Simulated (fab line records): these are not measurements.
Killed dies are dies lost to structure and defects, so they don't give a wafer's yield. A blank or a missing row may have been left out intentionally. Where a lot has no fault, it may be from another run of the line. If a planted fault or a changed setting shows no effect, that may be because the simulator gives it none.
Which tool is to blame? | flow rit-cmos | Sampling: 7 lots, 21 wafers, 2 of 202 route steps

WHAT THE GAUGES READ, wafer by wafer
RIT_FOX2_THK_MEAS_01.
lot  | measured    | on            | FOX2_OXIDE_THK (nm)
L950 | day 2 12:34 | film-metro-01 | 348 347 348
L952 | day 2 22:30 | film-metro-02 | 348 345 349
L956 | day 3 20:54 | film-metro-01 | 358 353 350
L959 | day 4 08:42 | film-metro-01 | 277 276 274
L964 | day 5 08:06 | film-metro-03 | 353 348 350
L967 | day 5 23:59 | film-metro-03 | 345 349 346
L969 | day 6 12:49 | film-metro-01 | 356 345 356

EACH LOT AND THE TOOL THAT RAN IT (in order: tool; ch and the chambers of the sampled wafers; start)
lot  | RIT_FOX2_OXIDATION_00
L950 | furnace-03 ch 0, day 2 11:15
L952 | furnace-04 ch 0, day 2 21:10
L956 | furnace-03 ch 0, day 3 19:35
L959 | furnace-04 ch 0, day 4 07:23
L964 | furnace-01 ch 0, day 5 06:47
L967 | furnace-03 ch 0, day 5 22:41
L969 | furnace-03 ch 0, day 6 11:30
- RIT_FOX2_OXIDATION_00: target thk 350.7 nm, ox time 1130 s.

THE ANSWER, worked out from the rows above alone
Rule: what is usual is taken from the lots themselves. The widest of any qualifying gaps counts: lots, ordered by their means at a reading, are off when they make up no more than a third of the lots, leave a main group of 4 or more, and stand apart from it by 3 or more times the standard deviation of that group's means. Not used: any main group whose means are identical at the precision the tables above print for the reading. A lot without any number at a reading at which 4 lots or more have one is off too. Where the step has rows for the other lots, those lots are counted as sound.
Off: L959, seen at RIT_FOX2_THK_MEAS_01 (FOX2_OXIDE_THK). Main group: mean 350 nm, sd 2.6.
A tool fits if, at a process step before that reading, it ran every lot that is off, and no sound lot after the first of them. The gauges at RIT_FOX2_THK_MEAS_01 are tried like those tools. One candidate fits, namely furnace-04 at RIT_FOX2_OXIDATION_00. Its last sound lot is L952 (day 2 21:10), its first lot that is off L959 (day 4 07:23): a fault that began between those two fits.

WHAT THE SIMULATOR PUT IN
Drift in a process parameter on furnace-04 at RIT_FOX2_OXIDATION_00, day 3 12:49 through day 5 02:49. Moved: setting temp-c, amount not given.
Struck lots among those shown: L959. The rule above reached the same finding.
